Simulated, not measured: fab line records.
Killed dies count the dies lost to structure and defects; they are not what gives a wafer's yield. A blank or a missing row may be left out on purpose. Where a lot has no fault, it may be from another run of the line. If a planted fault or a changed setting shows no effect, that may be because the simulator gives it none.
A struck lot beside a sound one || flow ritCmos || 14 out of 202 route steps
Sound: wafers L982.1, L982.4, L982.6. The struck wafers were L991.2, L991.4, L991.6. The cause is named last.
Each step with rows lists, per side, the tool, then ch with its chambers, then its first start. Under that, the readings that differ: sound wafers || struck wafers || difference of the means || sigmas: that difference in standard deviations of wafers without a fault.
alike: same words and numbers on both sides, and readings whose means sit less than 2 such deviations apart. not compared: any withheld reading, any reading some wafer has no value for, any bound like >300 that may hide the same value, and any number with overlapping values for which the record gives no deviation.
A row with sigmas, a row that says differs or no value, or rows on one side alone: a step with any of these is where the two part. Non-overlapping numbers with no deviation appear without sigmas and do not part them. Lack of a reading on every wafer of one side parts them only where that side has two or more wafers.

first, 1 step without rows for these wafers: RIT_FOX1_OXIDATION_00 (target thk 350.7 nm, ox time 1130 s).
RIT_FOX1_THK_MEAS_01:
  sound on filmMetro-03, day 2 19:10; struck on filmMetro-01, day 4 18:23
  alike: FOX1_OXIDE_THK
then, 2 steps without rows for these wafers: RIT_FOX1_WET_ETCH_02 (etches SiO2 in BOE, target depth 350 nm, time 390 s); RIT_FOX2_OXIDATION_00 (target thk 350.7 nm, ox time 1130 s).
RIT_FOX2_THK_MEAS_01:
  sound on filmMetro-03, day 2 20:39; struck on filmMetro-01, day 4 20:08
  alike: FOX2_OXIDE_THK
then, 2 steps without rows for these wafers: RIT_FOX2_CLEAN_02 (cleans in dHF, time 180 s); RIT_FOX2_WET_ETCH_03 (etches Si3N4 in H3PO4, target depth 195 nm, time 2700 s).
RIT_FOX2_THK_MEAS_90:
  sound on filmMetro-02, day 2 21:32; struck on filmMetro-01, day 4 21:05
  alike: FIELD_OXIDE_LEFT_1_THK
then, 4 steps without rows for these wafers: RIT_NWELL_HMDS_00 (prime time 60 s); RIT_NWELL_COAT_01 (resist thk 1300 nm); RIT_NWELL_SOFTBAKE_02 (time 60 s); RIT_NWELL_EXPOSE_03 (exposes mask M2, target cd 43900 nm).
RIT_NWELL_PEB_04:
  sound on lithoTrack-02 ch 0, day 2 22:17; struck on lithoTrack-04, day 4 21:52
{"reading": "exhaustPa (Pa)", "sound": "44.7 45.8 45.9", "struck": "- - -", "difference": "no value on the struck wafers", "sigmas": ""}
  not compared: chillPlateTempC, resistLineTempC
then, 1 step without rows for these wafers: RIT_NWELL_DEVELOP_05 (develop time 68 s).

WHERE THEY PART
At RIT_NWELL_PEB_04 and nowhere else, as far as this record goes.

WHY: what the simulator had put in
At RIT_NWELL_PEB_04, the step was skipped entirely on lithoTrack-04 from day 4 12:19 on. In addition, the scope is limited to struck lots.
